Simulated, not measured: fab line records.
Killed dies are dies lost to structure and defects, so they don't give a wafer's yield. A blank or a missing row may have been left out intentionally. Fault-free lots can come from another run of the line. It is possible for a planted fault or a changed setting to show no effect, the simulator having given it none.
Which tool did it? | flow rit-cmos | at 1 step of a route of 202, 7 lots with 21 wafers sampled

## WHAT THE GAUGES READ, wafer by wafer
RIT_REOX_THK_MEAS_04.
lot  | measured    | on            | REOX_OXIDE_THK (nm)
L823 | day 3 00:20 | film-metro-04 | 24.3 24.2 24.4
L825 | day 3 07:48 | film-metro-04 | 26.0 26.0 26.2
L827 | day 3 18:42 | film-metro-04 | 25.5 25.1 25.3
L834 | day 5 05:34 | film-metro-04 | 27.4 27.8 27.6
L841 | day 6 14:44 | film-metro-02 | 25.5 25.1 25.6
L843 | day 7 02:13 | film-metro-02 | 25.0 24.6 25.2
L845 | day 7 10:54 | film-metro-01 | 26.2 25.5 25.6

## WHAT TOOL EACH LOT RAN ON (gives the tool, then ch and the chambers of the sampled wafers, and finally the start)
Before these readings, the record contains no process step.

## THE ANSWER, worked out from the rows above alone
Rule: the usual values come from the lots themselves. The widest of any qualifying gaps counts: lots, ordered by their means at a reading, are off when they make up no more than a third of the lots, leave a main group of 4 or more, and stand apart from it by 3 or more times the standard deviation of that group's means. If all means in a main group match to the digits the tables above print for the reading, that group is not used. A lot without any number at a reading at which 4 lots or more have one is off too. Any other lot the step has rows for is counted as sound.
Across all readings shown, no lot is off: no conclusion can be drawn from this.

## WHAT THE SIMULATOR HAD PUT IN
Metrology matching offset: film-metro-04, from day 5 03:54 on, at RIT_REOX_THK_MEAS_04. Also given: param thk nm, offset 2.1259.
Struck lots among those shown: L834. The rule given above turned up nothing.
